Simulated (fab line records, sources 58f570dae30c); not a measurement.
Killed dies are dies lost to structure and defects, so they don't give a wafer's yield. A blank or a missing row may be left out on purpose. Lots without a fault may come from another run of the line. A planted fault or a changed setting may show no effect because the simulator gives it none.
Problem report in the 8D (eight disciplines) form, filled by code | flow berkeley_cmos170 | the parts of the form that need people (team, actions taken, sign-off) are left out

1. THE PROBLEM
strip_time_to_endpoint_s at UCB170_PSD_STRIP_09 reads a mean of 28.01 s on 9 wafers of 3 lots; wafers without a fault read 29.40 s with a standard deviation of 0.071. That is -20 standard deviations from the usual mean.
The step: strips in O2.
First seen on wafer L190.2, day 8 15:05, on plasma_asher-04. The record holds 45 wafers of 15 lots with a number at this step. Rule for "out", or "out of limits": more than 4 standard deviations from the usual mean. The other wafers with a number count as sound.

2. WHAT IT IS AND WHAT IT IS NOT
question                    | is                               | is not
which readings at this step | strip_time_to_endpoint_s         | drypump_motor_current_A
which lots                  | L190, L192, L193                 | L187, L188, L189, L191, L197, L198, L200, L201, L203, L204, L205, L206
which wafers of those lots  | all that have a number           | -
read on which tools         | plasma_asher-02, plasma_asher-04 | plasma_asher-03
when                        | from day 8 15:05                 | up to then (6 sound wafers); but 30 sound wafers of L189, L191, L197, L198, L200, L201, L203, L204, L205, L206 came after

3. SUSPECTS, AND WHAT RULES EACH OUT
Counting: a tool at a process step up to the reading stays a suspect if it ran every lot that is out and no sound lot after the first of them.
- litho_track-01 at UCB170_PSD_COAT_01 (resist thk 900 nm): ruled out as a lasting fault. Sound lots L206 ran on it after its first lot that is out, L190 (day 8 13:07).
Left after counting: nothing in the record.

4. THE CAUSE (what the simulator had put in)
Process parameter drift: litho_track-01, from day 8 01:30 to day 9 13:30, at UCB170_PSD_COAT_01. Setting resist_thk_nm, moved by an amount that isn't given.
Counting ruled it out, wrongly: the rule takes a fault to strike every lot that its tool runs from its start on, and this one did not.

5. THE CHAIN OF EFFECTS, in route order
Each row: a reading whose mean over the struck wafers that have a number lies more than 3 standard deviations from the usual. Only readings for which the record gives a usual standard deviation are gone through. hours: the time from each lot's start at the first step in this table that gives one to its start at this step, as a median over the lots. sigmas: the change in usual standard deviations.
hours | step                | reading                  | usual   | on struck wafers | change | sigmas
0     | UCB170_PSD_STRIP_09 | strip_time_to_endpoint_s | 29.40 s | 28.01            | -1.39  | -20
The process steps in it:
- UCB170_PSD_STRIP_09: strips in O2.

6. WHAT WOULD HAVE CAUGHT IT SOONER
In this record the first reading out of limits was taken at day 8 15:05, 14 hours after the fault began at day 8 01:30.
Of the tool readings at UCB170_PSD_COAT_01 for which the record gives a usual standard deviation, none was out on any struck wafer, so an alarm limit of 4 standard deviations on them would not have fired.
